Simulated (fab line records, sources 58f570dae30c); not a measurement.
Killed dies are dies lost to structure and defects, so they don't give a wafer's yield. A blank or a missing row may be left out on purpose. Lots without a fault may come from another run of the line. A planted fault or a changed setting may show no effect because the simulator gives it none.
fab line records | flow berkeley_cmos170
record lots=14 wafers=42 last_day=11
route steps=331 shown CONTACT@236 M1@249 V2@292
lots that met no fault: from a run of the same line without faults
start_h: hours from the record's first day to the start of the lot's first wafer shown | wait_h: hours since the lot's step before | " the same as in the row above | L1.1+2: a row that stands for several wafers | - no value, or no start given | * or withheld: withheld | < > ~ a bound
route shown NAME@n: a module of which the file shows steps, and the number in the route of the first | usual: mean/standard deviation of fault-free wafers | same: alike in all rows | chamber/n: place in a boat | sites: the reading at each site | _std_site: their standard deviation | _edge_site: outer sites' mean less inner sites' | radius_mm: how far each site lies from the wafer's centre | mask NAME#n: copy n | behind: the tool/chamber that last shaped the wafer | hold: why the lot was held/for how many hours/how that ended | device: the transistor (n, p or np) that didn't switch | end of line: the same wafers' tests at the end of the route | a step without rows: its recipe alone | killed: dies lost to structure and defects at the first sort, not the wafer's yield | map: a wafer's dies, x killed, . not, _ none there
set.NAME: the setting as run; set.NAME@STEP: as run at that earlier step | model.NAME: the simulator's own value behind a step, which no gauge read
steps of the route over a sample of lots; a table a step, a row a wafer
services: from which hour (start_h, from the record's first day; less than 0 if before it) a tool's chamber was out of use, for how many hours, and why
## steps
# step UCB170_CONTACT_CD_MEAS_90
# recipe target_cd_nm=700
# usual cd_nm=699.9/1.6
# columns lot.wafer tool chamber start_h wait_h cd_nm
L428.2 cd_sem-01 - 143.67 0.1 697.9
L428.3 " - " " 696.8
L428.6 " - " " 697.9
L427.3 cd_sem-01 - 144.24 0.1 699.4
L427.5 " - " " 699.3
L427.6 " - " " 699.2
L426.1 cd_sem-02 - 144.52 0.1 701.2
L426.4 " - " " 701.6
L426.6 " - " " 702.7
L429.1 cd_sem-02 - 170.75 0.1 695.2
L429.3 " - " " 698.0
L429.4 " - " " 696.7
L430.3 cd_sem-01 - 171.04 0.1 699.8
L430.5 " - " " 699.2
L430.6 " - " " 699.2
L431.1 cd_sem-01 - 171.54 0.1 699.7
L431.5 " - " " 698.6
L431.6 " - " " 700.3
L435.2 cd_sem-02 - 207.91 0.1 700.7
L435.5 " - " " 697.7
L435.6 " - " " 699.6
L438.3 cd_sem-02 - 209.01 0.1 699.6
L438.5 " - " " 700.1
L438.6 " - " " 699.1
L439.1 cd_sem-01 - 213.59 0.1 699.6
L439.5 " - " " 699.5
L439.6 " - " " 701.3
L443.2 cd_sem-01 - 231.38 0.1 702.2
L443.3 " - " " 698.9
L443.6 " - " " 699.9
L441.1 cd_sem-01 - 236.26 0.1 699.6
L441.3 " - " " 701.5
L441.4 " - " " 699.4
L446.2 cd_sem-02 - 251.33 0.1 701.1
L446.4 " - " " 700.5
L446.5 " - " " 698.5
L445.2 cd_sem-02 - 251.45 0.1 701.1
L445.3 " - " " 701.5
L445.4 " - " " 701.2
L449.1 cd_sem-02 - 251.67 0.1 697.1
L449.4 " - " " 700.1
L449.5 " - " " 699.8
# step UCB170_M1_ETCH_11
# recipe chemistry=N2/H2 target_depth_a=withheld overetch_a=withheld target=BARC time_s=withheld source_w=500 bias_w=100 pressure_mtorr=30 n2_flow_sccm=100 h2_flow_sccm=200
# usual drypump_motor_current_A=5.9/0.46 h2_flow_sccm=200.0/0.58 n2_flow_sccm=99.98/0.3 oes_product_au=0.991/0.014 throttle_valve_pct=13.22/0.2
# columns lot.wafer tool chamber start_h wait_h drypump_motor_current_A h2_flow_sccm n2_flow_sccm oes_product_au throttle_valve_pct
L428.2 rie_diel-02 2 145.75 0.0 6.5 198.7 100.16 0.989 13.05
L428.3 " 0 " " 5.4 199.6 99.95 0.988 13.25
L428.6 " 0 " " 5.4 200.1 99.83 0.997 13.24
L427.3 rie_diel-01 0 146.23 0.0 6.4 200.7 100.88 0.987 13.26
L427.5 " 0 " " 6.4 200.9 99.97 0.984 13.24
L427.6 " 3 " " 6.2 199.7 99.84 0.988 13.10
L426.1 rie_diel-02 2 146.38 0.0 6.6 200.5 100.50 0.992 13.05
L426.4 " 2 " " 6.6 199.9 99.65 0.991 13.02
L426.6 " 0 " " 5.4 199.9 100.19 0.994 13.25
L429.1 rie_diel-02 3 172.32 0.0 6.3 199.4 99.67 1.002 13.51
L429.3 " 0 " " 5.4 200.5 99.76 0.989 13.26
L429.4 " 1 " " 5.6 199.7 100.16 0.968 12.90
L430.3 rie_diel-04 3 172.69 0.0 6.5 199.4 100.38 0.997 13.19
L430.5 " 2 " " 5.3 198.9 99.96 1.007 13.07
L430.6 " 1 " " 5.9 200.4 100.10 1.002 13.31
L431.1 rie_diel-02 0 173.27 0.0 5.4 199.2 99.52 1.002 13.24
L431.5 " 3 " " 6.4 199.7 99.94 1.002 13.51
L431.6 " 0 " " 5.4 198.7 100.29 1.004 13.26
L435.2 rie_diel-01 3 210.97 0.0 6.2 199.6 99.95 0.997 13.09
L435.5 " 0 " " 6.4 200.1 100.04 0.991 13.25
L435.6 " 1 " " 6.0 199.3 99.47 1.010 13.55
L438.3 rie_diel-02 0 211.70 0.0 5.3 200.7 100.30 0.990 13.23
L438.5 " 2 " " 6.5 199.6 99.98 0.996 13.03
L438.6 " 1 " " 5.6 201.1 100.10 0.960 12.91
L439.1 rie_diel-04 2 215.25 0.0 5.3 199.8 99.79 1.003 13.10
L439.5 " 1 " " 5.9 200.0 100.02 0.995 13.29
L439.6 " 2 " " 5.3 199.2 99.64 1.005 13.08
L443.2 rie_diel-04 1 235.64 0.0 5.8 199.9 100.25 0.990 13.31
L443.3 " 0 " " 5.7 200.2 99.92 0.986 13.57
L443.6 " 1 " " 5.9 199.8 100.00 0.992 13.31
L441.1 rie_diel-01 3 237.92 0.0 6.2 199.5 99.83 1.003 13.11
L441.3 " 0 " " 6.4 199.7 99.98 0.998 13.24
L441.4 " 1 " " 6.0 200.6 99.68 1.019 13.55
L446.2 rie_diel-04 2 253.30 0.0 5.3 199.3 100.08 1.003 13.08
L446.4 " 3 " " 6.5 199.6 99.50 0.996 13.18
L446.5 " 1 " " 5.9 199.6 99.98 0.979 13.33
L445.2 rie_diel-02 3 253.33 0.0 6.3 200.1 99.78 0.997 13.50
L445.3 " 0 " " 5.4 199.9 99.70 0.984 13.23
L445.4 " 2 " " 6.6 200.0 99.30 0.988 13.03
L449.1 rie_diel-01 3 254.02 0.0 6.2 199.5 99.63 1.006 13.09
L449.4 " 1 " " 6.0 200.1 99.40 1.016 13.53
L449.5 " 2 " " 5.5 199.3 99.97 0.990 13.32
# step UCB170_V2_CVD_00
# recipe material=SiO2 target_thk_nm=2000 temp_c=390 precursor=TEOS/O2 time_s=250 rf_w=550 pressure_mtorr=9000
# usual heater_power_w=257/53
# columns lot.wafer tool chamber start_h wait_h heater_power_w
L428.2 pecvd-01 2 158.20 0.1 285
L428.3 " 1 " " 300
L428.6 " 0 " " 275
L427.3 pecvd-04 2 158.32 0.1 171
L427.5 " 0 " " 207
L427.6 " 1 " " 363
L426.1 pecvd-02 2 158.44 0.1 245
L426.4 " 1 " " 248
L426.6 " 2 " " 164
L429.1 pecvd-02 2 182.61 0.1 182
L429.3 " 1 " " 299
L429.4 " 1 " " 249
L430.3 pecvd-01 2 183.16 0.1 295
L430.5 " 1 " " 223
L430.6 " 0 " " 198
L431.1 pecvd-02 2 183.36 0.1 176
L431.5 " 1 " " 243
L431.6 " 0 " " 235
L435.2 pecvd-02 2 222.53 0.1 214
L435.5 " 2 " " 170
L435.6 " 1 " " 248
L438.3 pecvd-02 1 223.41 0.1 350
L438.5 " 1 " " 249
L438.6 " 0 " " 237
L439.1 pecvd-04 1 226.03 0.1 291
L439.5 " 0 " " 288
L439.6 " 1 " " 373
L443.2 pecvd-01 1 250.46 0.1 297
L443.3 " 2 " " 305
L443.6 " 0 " " 197
L441.1 pecvd-04 2 250.64 0.1 225
L441.3 " 1 " " 372
L441.4 " 0 " " 211
L449.1 pecvd-01 2 266.55 0.1 227
L449.4 " 0 " " 197
L449.5 " 2 " " 299
L446.2 pecvd-04 0 266.82 0.1 272
L446.4 " 0 " " 210
L446.5 " 1 " " 278
L445.2 pecvd-01 1 266.92 0.1 310
L445.3 " 2 " " 298
L445.4 " 1 " " 226
# step UCB170_V2_THK_MEAS_01
# recipe reads=SiO2_of_V2_CVD_00
# usual V2_TEOS_THK=1996/25
# columns lot.wafer tool chamber start_h wait_h V2_TEOS_THK[nm]
L428.2 film_metro-02 - 158.37 0.1 1981
L428.3 " - " " 1981
L428.6 " - " " 2003
L427.3 film_metro-01 - 158.49 0.1 1960
L427.5 " - " " 2013
L427.6 " - " " 1996
L426.1 film_metro-02 - 158.59 0.1 1974
L426.4 " - " " 2031
L426.6 " - " " 2010
L429.1 film_metro-02 - 182.77 0.1 1996
L429.3 " - " " 2002
L429.4 " - " " 2014
L430.3 film_metro-04 - 183.40 0.2 1995
L430.5 " - " " 2001
L430.6 " - " " 2040
L431.1 film_metro-01 - 183.53 0.1 1976
L431.5 " - " " 1998
L431.6 " - " " 2018
L435.2 film_metro-02 - 222.69 0.1 936
L435.5 " - " " 966
L435.6 " - " " 979
L438.3 film_metro-02 - 223.59 0.1 990
L438.5 " - " " 990
L438.6 " - " " 969
L439.1 film_metro-04 - 226.19 0.1 1996
L439.5 " - " " 2028
L439.6 " - " " 2007
L443.2 film_metro-04 - 250.62 0.1 1961
L443.3 " - " " 1972
L443.6 " - " " 1952
L441.1 film_metro-02 - 250.79 0.1 1962
L441.3 " - " " 1994
L441.4 " - " " 2011
L449.1 film_metro-02 - 266.70 0.1 1940
L449.4 " - " " 1966
L449.5 " - " " 1990
L446.2 film_metro-02 - 266.99 0.1 1982
L446.4 " - " " 2021
L446.5 " - " " 2029
L445.2 film_metro-02 - 267.25 0.3 1978
L445.3 " - " " 1983
L445.4 " - " " 1998
# step UCB170_V2_OVL_MEAS_13
# usual V2_OVL=4/5.7
# columns lot.wafer tool chamber start_h wait_h V2_OVL[nm]
L428.2 overlay-02 - 160.14 0.1 3
L428.3 " - " " 2
L428.6 " - " " 0
L427.3 overlay-01 - 160.54 0.1 10
L427.5 " - " " 12
L427.6 " - " " 5
L426.1 overlay-02 - 160.77 0.1 4
L426.4 " - " " 7
L426.6 " - " " 2
L429.1 overlay-02 - 184.67 0.1 0
L429.3 " - " " 1
L429.4 " - " " 1
L430.3 overlay-02 - 185.26 0.1 -10
L430.5 " - " " -5
L430.6 " - " " -3
L431.1 overlay-02 - 185.55 0.1 7
L431.5 " - " " 16
L431.6 " - " " 3
L435.2 overlay-01 - 225.43 0.1 -2
L435.5 " - " " 8
L435.6 " - " " -1
L438.3 overlay-02 - 226.18 0.1 -4
L438.5 " - " " -3
L438.6 " - " " -4
L439.1 overlay-02 - 230.99 0.1 8
L439.5 " - " " 1
L439.6 " - " " 6
L443.2 overlay-01 - 252.30 0.1 1
L443.3 " - " " 8
L443.6 " - " " -3
L441.1 overlay-01 - 252.57 0.1 5
L441.3 " - " " 8
L441.4 " - " " 7
L449.1 overlay-01 - 268.94 0.1 3
L449.4 " - " " 8
L449.5 " - " " 0
L446.2 overlay-01 - 269.58 0.1 2
L446.4 " - " " 4
L446.5 " - " " 8
L445.2 overlay-01 - 269.62 0.1 3
L445.3 " - " " 8
L445.4 " - " " 3
## services
# columns tool chamber start_h hours kind
rie_diel-04 3 121.91 8.7 repair
rie_diel-02 3 134.58 - clean
rie_diel-02 3 134.58 23.2 scheduled_down
rie_diel-02 3 134.58 23.2 vent_cycle
pecvd-02 - 135.50 14.0 pm
pecvd-02 0 135.50 14.0 vent_cycle
pecvd-02 1 135.50 14.0 vent_cycle
pecvd-02 2 135.50 14.0 vent_cycle
pecvd-04 - 146.83 2.1 repair
pecvd-02 0 149.50 - clean
pecvd-02 1 149.50 - clean
pecvd-02 2 149.50 - clean
rie_diel-04 - 157.39 0.2 repair
rie_diel-04 - 157.63 11.1 repair
pecvd-04 - 210.39 14.6 pm
rie_diel-02 0 216.66 5.1 repair
rie_diel-02 3 220.19 25.9 repair
rie_diel-04 0 221.66 2.2 repair
rie_diel-02 2 223.53 10.1 repair
rie_diel-02 - 230.19 0.6 repair
rie_diel-02 1 232.70 8.4 repair
rie_diel-02 0 238.35 9.4 repair
rie_diel-01 - 257.06 15.6 pm
pecvd-02 - 266.69 2.8 pm
## key
first_sign step=UCB170_V2_THK_MEAS_01 reading=V2_TEOS_THK direction=down sigmas=40 usual=1996 struck=972
effect none on later readings
met_at UCB170_V2_CVD_00
struck_lots L435,L438
sort_left_out L435.2,L435.5,L435.6,L438.3,L438.5,L438.6
not_acting_at UCB170_CONTACT_CD_MEAS_90,UCB170_M1_ETCH_11,UCB170_V2_OVL_MEAS_13
onset_between 183.36 222.53
fault kind=process_parameter_drift tool=pecvd-02 chamber=- onset_h=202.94 steps=UCB170_V2_CVD_00 channel=target_thk_nm offset=-1054.9 shape=step end_h=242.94 acts_in=these_recipes_only stated=2000
# sort_left_out: the simulated sort isn't trusted on such a fault, so these wafers' sort isn't shown, and their yield isn't known
